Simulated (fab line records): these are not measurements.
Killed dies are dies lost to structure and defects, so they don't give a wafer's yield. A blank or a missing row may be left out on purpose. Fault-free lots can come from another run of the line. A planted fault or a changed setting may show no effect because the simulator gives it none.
fab line records -- flow berkeleyCmos170
record lots=7, wafers=21, lastDay=11
route steps=331 shown CONTACT@217
lots with no fault: from the same line, run without faults
startH: hours from the record's opening day to when the first of the lot's shown wafers began -- waitH: hours elapsed since this lot's preceding step -- " unchanged from the row above -- L1.1+2: a single row standing in for several wafers -- - no value, or no start given -- * or withheld: withheld -- < > ~ a bound
route shown NAME@n: names a module that has steps shown in the file, with the first one's number in the route -- usual: mean and standard deviation over wafers with no fault -- same: alike in all rows -- chamber/n: place in a boat -- sites: each site's reading -- _std_site: the values' standard deviation -- _edge_site: mean of outer sites minus mean of inner sites -- radiusMm: how far each site lies from the wafer's centre -- mask NAME#n: copy n -- behind: the tool/chamber that last shaped the wafer -- hold: cause of the lot's hold/its duration in hours/its outcome -- device: which transistor (n, p or np) failed to switch -- end of line: at the end of the route, the tests of the same wafers -- step lacking rows: just its recipe -- killed: at the first sort, the dies lost to defects and structure; wafer yield is something else -- map: shows each die of a wafer: x if killed, . if not, _ if none is there
set.NAME: the run value of the setting; set.NAME@STEP: its run value at that earlier step -- model.NAME: the simulator's own value behind a step, which no gauge read
a table for each step, a row for each wafer; lots at some steps of the route
services: when a tool's chamber went out of use (startH, in hours from the record's first day, below 0 if earlier), for how many hours, and the reason
## steps
# step UCB170_CONTACT_CVD_01
# recipe material=PSG, targetThkNm=700, tempC=450, precursor=SiH4/O2/PH3, timeS=2820, pressureMtorr=300, sih4FlowSccm=60, o2FlowSccm=90, ph3FlowSccm=25
# step UCB170_CONTACT_THK_MEAS_02
# recipe reads=PSG_of_CONTACT_CVD_01
# usual CONTACT_PSG_THK=701/7.3
lot.wafer,tool,chamber,startH,waitH,CONTACT_PSG_THK[nm]
L644.1,filmMetro-03,-,169.68,0.1,699
L644.3,filmMetro-03,-,169.68,0.1,694
L644.5,filmMetro-03,-,169.68,0.1,693
L647.2,filmMetro-04,-,195.01,0.0,702
L647.4,filmMetro-04,-,195.01,0.0,705
L647.5,filmMetro-04,-,195.01,0.0,704
L649.2,filmMetro-03,-,195.01,0.0,699
L649.3,filmMetro-03,-,195.01,0.0,706
L649.5,filmMetro-03,-,195.01,0.0,701
L645.3,filmMetro-02,-,195.02,0.0,697
L645.4,filmMetro-02,-,195.02,0.0,692
L645.6,filmMetro-02,-,195.02,0.0,702
L656.2,filmMetro-04,-,224.52,0.0,710
L656.3,filmMetro-04,-,224.52,0.0,710
L656.6,filmMetro-04,-,224.52,0.0,713
L652.3,filmMetro-02,-,224.53,0.0,698
L652.4,filmMetro-02,-,224.53,0.0,701
L652.6,filmMetro-02,-,224.53,0.0,704
L655.3,filmMetro-04,-,230.08,0.0,685
L655.4,filmMetro-04,-,230.08,0.0,688
L655.5,filmMetro-04,-,230.08,0.0,690
# step UCB170_CONTACT_HMDS_03
# recipe primeTimeS=60, primeTempC=100
# step UCB170_CONTACT_COAT_04
# recipe resist=KrF, spinRpm=1500, resistThkNm=900
# step UCB170_CONTACT_SOFTBAKE_05
# recipe resist=KrF, tempC=130, timeS=60
# step UCB170_CONTACT_STRIP_06
# recipe chemistry=O2, powerW=400, pressureMtorr=3500, platenTempC=withheld, o2FlowSccm=400, overashFraction=0.5
# usual drypumpMotorCurrentA=5.5/0.46, oesProductAu=0.734/0.0042, stripTimeToEndpointS=21.98/0.061
# same overashFraction=0.5
lot.wafer,tool,chamber,startH,waitH,drypumpMotorCurrentA,oesProductAu,rfHoursCounterH,stripTimeToEndpointS
L644.1,plasmaAsher-03,0,170.43,0.1,5.1,0.732,42,21.93
L644.3,plasmaAsher-03,0,170.43,0.1,5.1,0.731,-,21.89
L644.5,plasmaAsher-03,1,170.43,0.1,5.4,0.733,-,21.93
L647.2,plasmaAsher-03,0,195.51,0.1,5.1,0.732,45,22.07
L647.4,plasmaAsher-03,1,195.51,0.1,5.4,0.727,-,22.01
L647.5,plasmaAsher-03,1,195.51,0.1,5.4,0.731,-,22.08
L649.2,plasmaAsher-02,0,195.51,0.1,4.8,0.729,50,21.94
L649.3,plasmaAsher-02,1,195.51,0.1,6.0,0.739,-,21.90
L649.5,plasmaAsher-02,1,195.51,0.1,6.0,0.733,-,21.94
L645.3,plasmaAsher-03,0,195.79,0.1,5.1,0.738,-,21.98
L645.4,plasmaAsher-03,1,195.79,0.1,5.4,0.729,-,21.96
L645.6,plasmaAsher-03,0,195.79,0.1,5.1,0.737,-,21.97
L656.2,plasmaAsher-03,0,225.02,0.1,5.1,0.734,49,22.08
L656.3,plasmaAsher-03,1,225.02,0.1,5.4,0.731,-,22.06
L656.6,plasmaAsher-03,0,225.02,0.1,5.1,0.739,-,22.08
L652.3,plasmaAsher-04,0,225.18,0.1,5.4,0.736,-,22.03
L652.4,plasmaAsher-04,1,225.18,0.1,6.3,0.733,-,21.97
L652.6,plasmaAsher-04,1,225.18,0.1,6.3,0.736,-,22.07
L655.3,plasmaAsher-04,0,230.80,0.1,5.4,0.736,-,22.09
L655.4,plasmaAsher-04,1,230.80,0.1,6.2,0.733,-,22.05
L655.5,plasmaAsher-04,0,230.80,0.1,5.4,0.732,-,21.98
# step UCB170_CONTACT_CLEAN_07
# recipe chemistry=SPM, tempC=120, timeS=600
# step UCB170_CONTACT_RTA_08
# recipe tempC=900, timeS=10, ambient=N2
# usual lampPowerPct=26.0/0.58, wafer_temp_C_max=903.3/0.69
lot.wafer,tool,chamber,startH,waitH,lampPowerPct,wafer_temp_C_max
L644.1,rtpAnneal-01,0,170.71,0.0,26.9,903.8
L644.3,rtpAnneal-01,0,170.71,0.0,26.9,904.5
L644.5,rtpAnneal-01,0,170.71,0.0,26.9,902.7
L647.2,rtpAnneal-01,0,195.79,0.0,26.9,903.0
L647.4,rtpAnneal-01,0,195.79,0.0,26.9,904.0
L647.5,rtpAnneal-01,0,195.79,0.0,26.9,903.3
L649.2,rtpAnneal-02,0,195.79,0.0,25.6,904.7
L649.3,rtpAnneal-02,0,195.79,0.0,25.6,903.2
L649.5,rtpAnneal-02,0,195.79,0.0,25.6,902.5
L645.3,rtpAnneal-01,0,196.06,0.0,26.9,903.2
L645.4,rtpAnneal-01,0,196.06,0.0,26.9,902.5
L645.6,rtpAnneal-01,0,196.06,0.0,26.9,903.7
L656.2,rtpAnneal-02,0,225.33,0.0,25.7,902.8
L656.3,rtpAnneal-02,0,225.33,0.0,25.6,902.1
L656.6,rtpAnneal-02,0,225.33,0.0,25.6,903.3
L652.3,rtpAnneal-02,0,225.69,0.0,25.6,903.5
L652.4,rtpAnneal-02,0,225.69,0.0,25.7,903.7
L652.6,rtpAnneal-02,0,225.69,0.0,25.7,902.1
L655.3,rtpAnneal-02,0,231.10,0.0,25.6,902.0
L655.4,rtpAnneal-02,0,231.10,0.0,25.6,903.6
L655.5,rtpAnneal-02,0,231.10,0.0,25.6,902.9
# step UCB170_CONTACT_COAT_09
# recipe resist=BARC, tempC=withheld, timeS=withheld, spinRpm=3000, resistThkNm=withheld
# step UCB170_CONTACT_COAT_10
# recipe resist=KrF, spinRpm=1500, resistThkNm=900
# step UCB170_CONTACT_SOFTBAKE_11
# recipe resist=KrF, tempC=130, timeS=60
# step UCB170_CONTACT_EXPOSE_12
# recipe maskId=CONT, targetCdNm=700, na=0.5, sigmaOuter=0.6, sourceShape=conventional, doseMj=35
# step UCB170_CONTACT_PEB_13
# recipe pebTempC=130, pebTimeS=withheld, resist=KrF
# usual chillPlateTempC=23.02/0.1, exhaustPa=45.0/0.86, heaterPowerTotalW=56.80/0.042
lot.wafer,tool,chamber,startH,waitH,chillPlateTempC,exhaustPa,heaterPowerTotalW
L644.1,lithoTrack-02,0,172.37,0.5,22.85,45.2,56.79
L644.3,lithoTrack-02,0,172.37,0.5,23.11,45.3,56.82
L644.5,lithoTrack-02,0,172.37,0.5,22.97,45.1,56.85
L647.2,lithoTrack-03,-,196.71,0.2,-,-,-
L647.4,lithoTrack-03,-,196.71,0.2,-,-,-
L647.5,lithoTrack-03,-,196.71,0.2,-,-,-
L649.2,lithoTrack-04,-,197.23,0.5,-,-,-
L649.3,lithoTrack-04,-,197.23,0.5,-,-,-
L649.5,lithoTrack-04,-,197.23,0.5,-,-,-
L645.3,lithoTrack-04,-,197.53,0.5,-,-,-
L645.4,lithoTrack-04,-,197.53,0.5,-,-,-
L645.6,lithoTrack-04,-,197.53,0.5,-,-,-
L656.2,lithoTrack-03,0,226.22,0.1,23.08,45.3,56.80
L656.3,lithoTrack-03,0,226.22,0.1,23.10,44.9,56.84
L656.6,lithoTrack-03,0,226.22,0.1,23.02,45.9,56.79
L652.3,lithoTrack-02,0,226.37,0.1,22.85,44.3,56.79
L652.4,lithoTrack-02,0,226.37,0.1,23.11,45.2,56.79
L652.6,lithoTrack-02,0,226.37,0.1,23.04,45.3,56.81
L655.3,lithoTrack-04,0,232.20,0.4,22.95,45.1,56.76
L655.4,lithoTrack-04,0,232.20,0.4,22.91,45.0,56.72
L655.5,lithoTrack-04,0,232.20,0.4,23.07,44.3,56.83
# step UCB170_CONTACT_DEVELOP_14
# recipe developer=TMAH, developTimeS=45, resist=KrF, devTempC=21
## services
tool,chamber,startH,hours,kind
plasmaAsher-02,-,153.43,1.5,repair
plasmaAsher-04,-,177.67,3.6,repair
plasmaAsher-02,-,219.31,10.5,repair
plasmaAsher-02,-,228.12,1.6,repair
## key
firstSign step=UCB170_CONTACT_PEB_13, reading=toolRecord, direction=missing
effect none on later readings
metAt UCB170_CONTACT_PEB_13
struckWafers L645.3,L645.4,L645.6,L647.2,L647.4,L647.5,L649.2,L649.3,L649.5
laterRowsLeftOut L645.3,L645.4,L645.6,L647.2,L647.4,L647.5,L649.2,L649.3,L649.5
sortLeftOut L645.3,L645.4,L645.6,L647.2,L647.4,L647.5,L649.2,L649.3,L649.5
testerLeftOut L645,L647,L649
fault kind=skippedStepWhole, tool=lithoTrack-03,lithoTrack-04, chamber=-, onsetH=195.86, steps=UCB170_CONTACT_PEB_13, scope=struckLotsOnly
# testerLeftOut: of these lots the tester's yield and bins aren't shown, on N5 and GAA mostly nor the transistor test; their killed dies are dies lost to structure and defects alone, not to doping, threshold or leakage, so they don't give the yield
# sortLeftOut: the simulated sort isn't trusted on such a fault, so these wafers' sort isn't shown, and their yield isn't known
# laterRowsLeftOut: the simulator's readings of these wafers behind a module that went badly wrong aren't trusted and aren't shown, but for the sort
